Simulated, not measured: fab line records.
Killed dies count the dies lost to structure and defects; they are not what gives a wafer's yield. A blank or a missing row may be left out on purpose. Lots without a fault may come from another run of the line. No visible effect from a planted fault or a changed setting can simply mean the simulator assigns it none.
A sampling plan put to the test || flow rit cmos || each of the 28 faults these records tell of, on one fab line, judged from the records of the lots it struck
The plan consists of the line's own looks: route steps at which the wafer is read by a gauge or an inspection but not changed. A look is open to judgement when struck wafers have a number at it and the file gives its usual mean and standard deviation on fault-free wafers. Caught: the struck wafers' mean, at a look after the fault's first step, is 4 or more of those standard deviations (sigma) away from the usual mean. On the tool: here the same test is run on the tool's own readings at the fault's steps. Another recipe on the struck wafers, or a record that is blank for them alone, also counts as caught.

THE FAULTS, as the simulator had put them in
1. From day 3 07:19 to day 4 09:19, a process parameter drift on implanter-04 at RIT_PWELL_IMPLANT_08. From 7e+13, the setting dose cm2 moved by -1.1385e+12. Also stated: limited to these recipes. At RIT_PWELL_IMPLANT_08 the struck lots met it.
2. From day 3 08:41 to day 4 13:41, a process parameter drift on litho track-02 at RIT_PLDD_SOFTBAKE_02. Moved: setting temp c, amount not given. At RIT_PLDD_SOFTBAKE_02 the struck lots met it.
3. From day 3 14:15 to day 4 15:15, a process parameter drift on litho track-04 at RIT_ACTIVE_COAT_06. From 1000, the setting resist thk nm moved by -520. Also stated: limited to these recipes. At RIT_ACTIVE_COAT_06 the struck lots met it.
4. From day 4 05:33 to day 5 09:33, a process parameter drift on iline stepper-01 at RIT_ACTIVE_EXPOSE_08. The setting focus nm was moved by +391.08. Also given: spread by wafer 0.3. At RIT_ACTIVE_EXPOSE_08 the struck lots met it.
5. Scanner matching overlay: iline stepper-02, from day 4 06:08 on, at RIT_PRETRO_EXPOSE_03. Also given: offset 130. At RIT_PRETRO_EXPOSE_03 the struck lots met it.
6. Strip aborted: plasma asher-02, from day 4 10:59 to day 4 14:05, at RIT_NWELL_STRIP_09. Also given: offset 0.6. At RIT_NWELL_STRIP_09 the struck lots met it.
7. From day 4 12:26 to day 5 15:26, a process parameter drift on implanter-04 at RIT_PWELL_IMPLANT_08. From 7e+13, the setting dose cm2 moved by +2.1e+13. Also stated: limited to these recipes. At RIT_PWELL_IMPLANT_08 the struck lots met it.
8. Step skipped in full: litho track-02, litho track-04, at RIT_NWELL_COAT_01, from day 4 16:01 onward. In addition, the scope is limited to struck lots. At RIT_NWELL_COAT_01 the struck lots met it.
9. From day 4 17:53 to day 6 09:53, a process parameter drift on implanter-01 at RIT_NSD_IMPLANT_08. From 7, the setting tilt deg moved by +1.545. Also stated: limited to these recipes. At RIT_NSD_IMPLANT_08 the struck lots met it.
10. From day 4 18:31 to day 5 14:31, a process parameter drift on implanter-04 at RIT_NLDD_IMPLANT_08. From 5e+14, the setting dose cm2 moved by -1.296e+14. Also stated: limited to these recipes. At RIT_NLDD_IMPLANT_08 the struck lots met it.
11. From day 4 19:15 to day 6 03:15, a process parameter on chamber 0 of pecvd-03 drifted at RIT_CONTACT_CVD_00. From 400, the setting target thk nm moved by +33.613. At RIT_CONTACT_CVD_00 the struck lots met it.
12. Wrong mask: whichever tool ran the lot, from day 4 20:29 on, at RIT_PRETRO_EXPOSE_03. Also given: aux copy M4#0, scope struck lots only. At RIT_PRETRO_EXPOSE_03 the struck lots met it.
13. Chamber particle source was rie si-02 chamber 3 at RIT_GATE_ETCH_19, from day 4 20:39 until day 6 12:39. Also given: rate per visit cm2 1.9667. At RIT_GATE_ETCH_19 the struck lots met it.
14. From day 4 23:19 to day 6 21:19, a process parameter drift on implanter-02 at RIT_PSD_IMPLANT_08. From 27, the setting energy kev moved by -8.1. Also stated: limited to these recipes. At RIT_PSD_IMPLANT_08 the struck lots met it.
15. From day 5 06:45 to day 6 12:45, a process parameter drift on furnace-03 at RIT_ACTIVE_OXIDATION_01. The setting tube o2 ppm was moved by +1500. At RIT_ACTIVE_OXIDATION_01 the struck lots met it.
16. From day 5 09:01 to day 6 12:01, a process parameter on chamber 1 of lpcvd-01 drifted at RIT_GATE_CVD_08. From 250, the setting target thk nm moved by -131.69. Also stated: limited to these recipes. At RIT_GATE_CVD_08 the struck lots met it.
17. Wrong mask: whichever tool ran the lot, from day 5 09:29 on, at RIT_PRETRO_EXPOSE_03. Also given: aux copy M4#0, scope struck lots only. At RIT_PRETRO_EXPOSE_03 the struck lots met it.
18. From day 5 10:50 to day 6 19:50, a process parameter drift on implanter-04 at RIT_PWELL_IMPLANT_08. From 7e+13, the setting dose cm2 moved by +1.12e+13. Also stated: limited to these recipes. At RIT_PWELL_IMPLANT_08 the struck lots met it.
19. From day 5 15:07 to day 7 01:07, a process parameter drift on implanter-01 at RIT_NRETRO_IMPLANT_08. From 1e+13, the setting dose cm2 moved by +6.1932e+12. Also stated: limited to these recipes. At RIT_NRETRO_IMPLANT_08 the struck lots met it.
20. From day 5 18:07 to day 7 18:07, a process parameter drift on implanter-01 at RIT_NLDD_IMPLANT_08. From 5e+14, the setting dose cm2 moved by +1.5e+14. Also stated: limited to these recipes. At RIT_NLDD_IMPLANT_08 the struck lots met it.
21. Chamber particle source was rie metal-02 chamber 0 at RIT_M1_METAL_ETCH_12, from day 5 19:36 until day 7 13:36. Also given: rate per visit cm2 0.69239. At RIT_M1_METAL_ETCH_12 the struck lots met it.
22. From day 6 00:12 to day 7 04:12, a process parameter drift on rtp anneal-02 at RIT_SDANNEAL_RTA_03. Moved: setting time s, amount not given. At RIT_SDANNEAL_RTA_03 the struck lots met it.
23. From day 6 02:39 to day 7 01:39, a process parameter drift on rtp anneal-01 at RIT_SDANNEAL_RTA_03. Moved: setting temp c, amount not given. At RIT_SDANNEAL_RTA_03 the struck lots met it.
24. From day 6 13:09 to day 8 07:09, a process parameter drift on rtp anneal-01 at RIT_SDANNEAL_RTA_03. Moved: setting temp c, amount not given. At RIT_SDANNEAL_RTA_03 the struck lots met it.
25. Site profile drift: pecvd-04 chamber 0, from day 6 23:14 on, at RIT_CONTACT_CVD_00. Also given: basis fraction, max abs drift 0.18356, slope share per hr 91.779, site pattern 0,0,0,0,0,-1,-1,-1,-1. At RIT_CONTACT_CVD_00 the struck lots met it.
26. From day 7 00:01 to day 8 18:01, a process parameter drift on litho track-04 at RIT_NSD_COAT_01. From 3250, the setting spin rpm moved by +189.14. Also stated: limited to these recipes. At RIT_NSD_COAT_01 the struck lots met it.
27. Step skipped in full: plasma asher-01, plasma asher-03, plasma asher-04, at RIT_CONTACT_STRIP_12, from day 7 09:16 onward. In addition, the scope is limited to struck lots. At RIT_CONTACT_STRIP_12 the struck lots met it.
28. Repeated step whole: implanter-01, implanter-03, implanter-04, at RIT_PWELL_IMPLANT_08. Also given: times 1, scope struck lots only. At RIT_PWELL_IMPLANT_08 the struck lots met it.

WHAT THE PLAN SAW
{"fault": 1, "on the tool itself": "dose ions cm2 -13 sigma", "first look that catches it": "RIT_WELLDRIVE_RS_MEAS_02", "reading, sigma": "PWELL_RS +4.0", "median hours from its first step to that look": 7.0, "hours from the fault's start to the first struck lot there": 20, "judged looks passed uncaught": 0}
{"fault": 2, "on the tool itself": "heater power total W -20 sigma", "first look that catches it": "not the one look that can be judged after it", "reading, sigma": "-", "median hours from its first step to that look": "-", "hours from the fault's start to the first struck lot there": "-", "judged looks passed uncaught": 1}
{"fault": 3, "on the tool itself": "under 2 sigma", "first look that catches it": "RIT_ACTIVE_CD_MEAS_11", "reading, sigma": "cd nm -23", "median hours from its first step to that look": 0.8, "hours from the fault's start to the first struck lot there": 14, "judged looks passed uncaught": 0}
{"fault": 4, "on the tool itself": "exposure dose mJ cm2 -6.8 sigma", "first look that catches it": "not the one look that can be judged after it", "reading, sigma": "strongest: cd nm at RIT_ACTIVE_CD_MEAS_11, -2.6", "median hours from its first step to that look": "-", "hours from the fault's start to the first struck lot there": "-", "judged looks passed uncaught": 1}
{"fault": 5, "on the tool itself": "under 2 sigma", "first look that catches it": "RIT_PRETRO_OVL_MEAS_06", "reading, sigma": "PRETRO_OVL +93", "median hours from its first step to that look": 0.4, "hours from the fault's start to the first struck lot there": 4, "judged looks passed uncaught": 0}
{"fault": 6, "on the tool itself": "run length s -99 or beyond sigma", "first look that catches it": "RIT_NRETRO_TW_MEAS_10", "reading, sigma": "NRETRO_TW -99 or beyond", "median hours from its first step to that look": 9.8, "hours from the fault's start to the first struck lot there": 13, "judged looks passed uncaught": 0}
{"fault": 7, "on the tool itself": "dose ions cm2 +99 or beyond sigma", "first look that catches it": "RIT_PWELL_TW_MEAS_10", "reading, sigma": "PWELL_TW +17", "median hours from its first step to that look": 0.3, "hours from the fault's start to the first struck lot there": 3, "judged looks passed uncaught": 0}
{"fault": 8, "on the tool itself": "the tool's record is blank for the struck wafers", "first look that catches it": "RIT_PWELL_TW_MEAS_10", "reading, sigma": "PWELL_TW +99 or beyond", "median hours from its first step to that look": 3.1, "hours from the fault's start to the first struck lot there": 6, "judged looks passed uncaught": 0}
{"fault": 9, "on the tool itself": "tilt deg +80 sigma", "first look that catches it": "no look after it can be judged", "reading, sigma": "-", "median hours from its first step to that look": "-", "hours from the fault's start to the first struck lot there": "-", "judged looks passed uncaught": 0}
{"fault": 10, "on the tool itself": "dose ions cm2 -99 or beyond sigma", "first look that catches it": "RIT_NLDD_TW_MEAS_10", "reading, sigma": "NLDD_TW -8.8", "median hours from its first step to that look": 0.3, "hours from the fault's start to the first struck lot there": 4, "judged looks passed uncaught": 0}
{"fault": 11, "on the tool itself": "under 2 sigma", "first look that catches it": "RIT_CONTACT_THK_MEAS_01", "reading, sigma": "CONTACT_TEOS_THK +6.5", "median hours from its first step to that look": 0.0, "hours from the fault's start to the first struck lot there": 7, "judged looks passed uncaught": 0}
{"fault": 12, "on the tool itself": "under 2 sigma", "first look that catches it": "RIT_PRETRO_TW_MEAS_10", "reading, sigma": "PRETRO_TW -99 or beyond", "median hours from its first step to that look": 1.0, "hours from the fault's start to the first struck lot there": 4, "judged looks passed uncaught": 0}
{"fault": 13, "on the tool itself": "under 2 sigma", "first look that catches it": "none of the 6 looks that can be judged after it", "reading, sigma": "-", "median hours from its first step to that look": "-", "hours from the fault's start to the first struck lot there": "-", "judged looks passed uncaught": 6}
{"fault": 14, "on the tool itself": "beam energy keV -99 or beyond sigma", "first look that catches it": "RIT_PSD_TW_MEAS_10", "reading, sigma": "PSD_TW -8.3", "median hours from its first step to that look": 0.3, "hours from the fault's start to the first struck lot there": 2, "judged looks passed uncaught": 0}
{"fault": 15, "on the tool itself": "under 2 sigma", "first look that catches it": "RIT_ACTIVE_THK_MEAS_02", "reading, sigma": "ACTIVE_OXIDE_THK +5.4", "median hours from its first step to that look": 1.9, "hours from the fault's start to the first struck lot there": 10, "judged looks passed uncaught": 0}
{"fault": 16, "on the tool itself": "no reading that can be judged", "first look that catches it": "RIT_GATE_THK_MEAS_09", "reading, sigma": "GATE_POLY_THK -66", "median hours from its first step to that look": 1.6, "hours from the fault's start to the first struck lot there": 22, "judged looks passed uncaught": 0}
{"fault": 17, "on the tool itself": "under 2 sigma", "first look that catches it": "RIT_PRETRO_TW_MEAS_10", "reading, sigma": "PRETRO_TW -99 or beyond", "median hours from its first step to that look": 1.0, "hours from the fault's start to the first struck lot there": 4, "judged looks passed uncaught": 0}
{"fault": 18, "on the tool itself": "dose ions cm2 +99 or beyond sigma", "first look that catches it": "RIT_PWELL_TW_MEAS_10", "reading, sigma": "PWELL_TW +10", "median hours from its first step to that look": 0.3, "hours from the fault's start to the first struck lot there": 7, "judged looks passed uncaught": 0}
{"fault": 19, "on the tool itself": "dose ions cm2 +99 or beyond sigma", "first look that catches it": "RIT_NRETRO_TW_MEAS_10", "reading, sigma": "NRETRO_TW +20", "median hours from its first step to that look": 0.3, "hours from the fault's start to the first struck lot there": 10, "judged looks passed uncaught": 0}
{"fault": 20, "on the tool itself": "dose ions cm2 +99 or beyond sigma", "first look that catches it": "RIT_NLDD_TW_MEAS_10", "reading, sigma": "NLDD_TW +7.5", "median hours from its first step to that look": 0.3, "hours from the fault's start to the first struck lot there": 5, "judged looks passed uncaught": 0}
{"fault": 21, "on the tool itself": "under 2 sigma", "first look that catches it": "no look after it can be judged", "reading, sigma": "-", "median hours from its first step to that look": "-", "hours from the fault's start to the first struck lot there": "-", "judged looks passed uncaught": 0}
{"fault": 22, "on the tool itself": "under 2 sigma", "first look that catches it": "RIT_SDANNEAL_RS_MEAS_04", "reading, sigma": "PSD_RS -5.4", "median hours from its first step to that look": 0.1, "hours from the fault's start to the first struck lot there": 3, "judged looks passed uncaught": 0}
{"fault": 23, "on the tool itself": "wafer_temp_C_max -66 sigma", "first look that catches it": "RIT_SDANNEAL_RS_MEAS_04", "reading, sigma": "PSD_RS +99 or beyond", "median hours from its first step to that look": 0.1, "hours from the fault's start to the first struck lot there": 4, "judged looks passed uncaught": 0}
{"fault": 24, "on the tool itself": "wafer_temp_C_max -7.1 sigma", "first look that catches it": "RIT_SDANNEAL_RS_MEAS_04", "reading, sigma": "PSD_RS +16", "median hours from its first step to that look": 0.1, "hours from the fault's start to the first struck lot there": 6, "judged looks passed uncaught": 0}
{"fault": 25, "on the tool itself": "under 2 sigma", "first look that catches it": "RIT_CONTACT_THK_MEAS_01", "reading, sigma": "CONTACT_TEOS_THK -6.3", "median hours from its first step to that look": 0.0, "hours from the fault's start to the first struck lot there": 7, "judged looks passed uncaught": 0}
{"fault": 26, "on the tool itself": "spin speed rpm +70 sigma", "first look that catches it": "not the one look that can be judged after it", "reading, sigma": "-", "median hours from its first step to that look": "-", "hours from the fault's start to the first struck lot there": "-", "judged looks passed uncaught": 1}
{"fault": 27, "on the tool itself": "no reading that can be judged", "first look that catches it": "not the one look that can be judged after it", "reading, sigma": "-", "median hours from its first step to that look": "-", "hours from the fault's start to the first struck lot there": "-", "judged looks passed uncaught": 1}
{"fault": 28, "on the tool itself": "under 2 sigma", "first look that catches it": "RIT_PWELL_TW_MEAS_10", "reading, sigma": "PWELL_TW +48", "median hours from its first step to that look": 0.6, "hours from the fault's start to the first struck lot there": "-", "judged looks passed uncaught": 0}
A dash: the fault isn't caught, or these records don't give the number.

Caught at a look: 21 of 28. Caught on the tool: 15 of 28. By one or the other: 25 of 28.
On the tool alone, faults 2, 4, 9, 26 were caught.
Caught at a look alone: faults 3, 5, 11, 12, 15, 16, 17, 22, 25, 28.
Caught by neither: faults 13, 21, 27.

THINNER SAMPLING
If the look that catches a fault measured only every second or every third lot, by lot number, the first struck lot would be measured this late in the worst case:
{"fault": 1, "struck lots at that look, in order of time": "L245, L246", "every lot": "20 h", "every second lot": "24 h", "every third lot": "may miss all 2"}
{"fault": 3, "struck lots at that look, in order of time": "L683, L685", "every lot": "14 h", "every second lot": "may miss all 2", "every third lot": "may miss all 2"}
{"fault": 5, "struck lots at that look, in order of time": "L169, L170, L173, L175", "every lot": "4 h", "every second lot": "12 h", "every third lot": "may miss all 4"}
{"fault": 6, "struck lots at that look, in order of time": "L299", "every lot": "13 h", "every second lot": "may miss it", "every third lot": "may miss it"}
{"fault": 7, "struck lots at that look, in order of time": "L364, L366", "every lot": "3 h", "every second lot": "may miss all 2", "every third lot": "may miss all 2"}
{"fault": 8, "struck lots at that look, in order of time": "L328, L329, L330", "every lot": "6 h", "every second lot": "13 h", "every third lot": "20 h"}
{"fault": 10, "struck lots at that look, in order of time": "L385, L388", "every lot": "4 h", "every second lot": "20 h", "every third lot": "may miss all 2"}
{"fault": 11, "struck lots at that look, in order of time": "L403, L405", "every lot": "7 h", "every second lot": "may miss all 2", "every third lot": "may miss all 2"}
{"fault": 12, "struck lots at that look, in order of time": "L239", "every lot": "4 h", "every second lot": "may miss it", "every third lot": "may miss it"}
{"fault": 14, "struck lots at that look, in order of time": "L791, L792, L793", "every lot": "2 h", "every second lot": "6 h", "every third lot": "19 h"}
{"fault": 15, "struck lots at that look, in order of time": "L651, L652", "every lot": "10 h", "every second lot": "14 h", "every third lot": "may miss all 2"}
{"fault": 16, "struck lots at that look, in order of time": "L675", "every lot": "22 h", "every second lot": "may miss it", "every third lot": "may miss it"}
{"fault": 17, "struck lots at that look, in order of time": "L721", "every lot": "4 h", "every second lot": "may miss it", "every third lot": "may miss it"}
{"fault": 18, "struck lots at that look, in order of time": "L860, L861, L862", "every lot": "7 h", "every second lot": "12 h", "every third lot": "18 h"}
{"fault": 19, "struck lots at that look, in order of time": "L436, L440", "every lot": "10 h", "every second lot": "may miss all 2", "every third lot": "may miss all 2"}
{"fault": 20, "struck lots at that look, in order of time": "L843, L846", "every lot": "5 h", "every second lot": "20 h", "every third lot": "may miss all 2"}
{"fault": 22, "struck lots at that look, in order of time": "L846, L848", "every lot": "3 h", "every second lot": "may miss all 2", "every third lot": "may miss all 2"}
{"fault": 23, "struck lots at that look, in order of time": "L869, L871", "every lot": "4 h", "every second lot": "may miss all 2", "every third lot": "may miss all 2"}
{"fault": 24, "struck lots at that look, in order of time": "L616, L618", "every lot": "6 h", "every second lot": "may miss all 2", "every third lot": "may miss all 2"}
{"fault": 25, "struck lots at that look, in order of time": "L100, L103", "every lot": "7 h", "every second lot": "18 h", "every third lot": "may miss all 2"}
The hour figures run from when the fault began to the first measured lot among those it struck. 4 sigma limit: tested on the pooled struck wafers, so a lone lot may be under it. Other struck lots may not be in these records.

THE LONGEST TIMED WAY FROM STEP TO LOOK
Fault 6: the median time between RIT_NWELL_STRIP_09 and RIT_NRETRO_TW_MEAS_10 is 9.8 hours. No look between them can be judged.
